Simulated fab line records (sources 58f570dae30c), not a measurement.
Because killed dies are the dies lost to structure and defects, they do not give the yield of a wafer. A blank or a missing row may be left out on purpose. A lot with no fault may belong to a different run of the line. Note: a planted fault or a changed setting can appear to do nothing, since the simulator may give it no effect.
A lot that was struck, set against a sound lot | flow berkeley_cmos170 | 15 steps out of a route of 331
Sound: the wafers L459.2, L459.4, L459.5. Struck: wafers L470.1, L470.4, L470.5. The cause comes at the end.
Per side, at each step with rows, come the tool, then ch with its chambers, and then its first start. Under that, the readings that differ: sound wafers | struck wafers | difference of the means | sigmas: that difference in standard deviations of wafers without a fault.
alike: readings with means less than 2 such deviations apart, plus words and numbers identical on both sides. not compared: withheld readings, readings lacking a value on some wafer, bounds such as >300 that could conceal the same value, and numbers that have no deviation in the record and whose values overlap.
The two part at a step that has a row with sigmas, a row that says differs or no value, or rows on one side only. Numbers that don't overlap but have no deviation are shown without sigmas and don't part them. A reading that every wafer of one side lacks parts them only if that side has two wafers or more.

first, 4 steps without rows for these wafers: UCB170_NWELL_SOFTBAKE_08 (time 60 s); UCB170_NWELL_EXPOSE_09 (exposes mask NWELL, target cd 3000 nm); UCB170_NWELL_PEB_10; UCB170_NWELL_DEVELOP_11 (develop time 45 s).
UCB170_NWELL_OVL_MEAS_12:
  sound on overlay-02, day 4 08:07; struck on overlay-02, day 6 16:25
  alike: NWELL_OVL
UCB170_NWELL_ETCH_13: etches Si3N4 in CH3F/Ar/O2, stops on SiO2, target depth 246.4 nm, time 154 s.
  sound on rie_diel-04 ch 0,1,3, day 4 08:08; struck on rie_diel-04 ch 0,1, day 6 16:27
  alike: O2_flow_sccm, drypump_motor_current_A, oes_product_au, throttle_valve_pct
  not compared: rf_hours_counter_h
next, for these wafers, 1 step has no rows: UCB170_NWELL_IMPLANT_14.
UCB170_NWELL_STRIP_15: strips in O2.
  sound on plasma_asher-02 ch 0,1, day 4 08:24; struck on plasma_asher-04 ch 0,1, day 6 16:42
  reading                     | sound       | struck      | difference | sigmas
  drypump_motor_current_A (A) | 5.8 6.5 6.5 | 5.4 5.5 5.5 | -0.8       | -2
  alike: oes_product_au, strip_time_to_endpoint_s
  not compared: rf_hours_counter_h
UCB170_NWELL_TW_MEAS_16:
  sound on film_metro-02, day 4 08:31; struck on film_metro-03, day 6 16:48
  reading  | sound          | struck         | difference | sigmas
  NWELL_TW | 1222 1222 1224 | 1250 1252 1257 | +30        | +2
then, 3 steps without rows for these wafers: UCB170_NWELL_CLEAN_17 (cleans in SPM, time 600 s); UCB170_NWELL_WET_ETCH_18 (etches Si3N4 in H3PO4, time 14400 s); UCB170_NWELL_WET_ETCH_19 (etches SiO2 in BOE, time 22 s).
UCB170_PWELL_CLEAN_00: cleans in SPM, time 600 s.
  sound on wet_bench-04 ch 1, day 4 12:50; struck on wet_bench-04 ch 1, day 6 21:26
  no value came back on the struck wafers for bath_guard_temp_C (C), bath_heat_duty_pct (%); on the sound wafers bath_guard_temp_C (C) reads 119.7 119.6 119.9
then, 1 step without rows for these wafers: UCB170_PWELL_CLEAN_01 (cleans in dHF, time 60 s).
UCB170_M3_PROBE_99:
  the record holds rows for the sound wafers here (prober-01, day 10 00:44) but none for the struck ones

## WHERE THEY PART
First at UCB170_NWELL_STRIP_15; last, within this record, at UCB170_M3_PROBE_99.

WHY: what the simulator had put in
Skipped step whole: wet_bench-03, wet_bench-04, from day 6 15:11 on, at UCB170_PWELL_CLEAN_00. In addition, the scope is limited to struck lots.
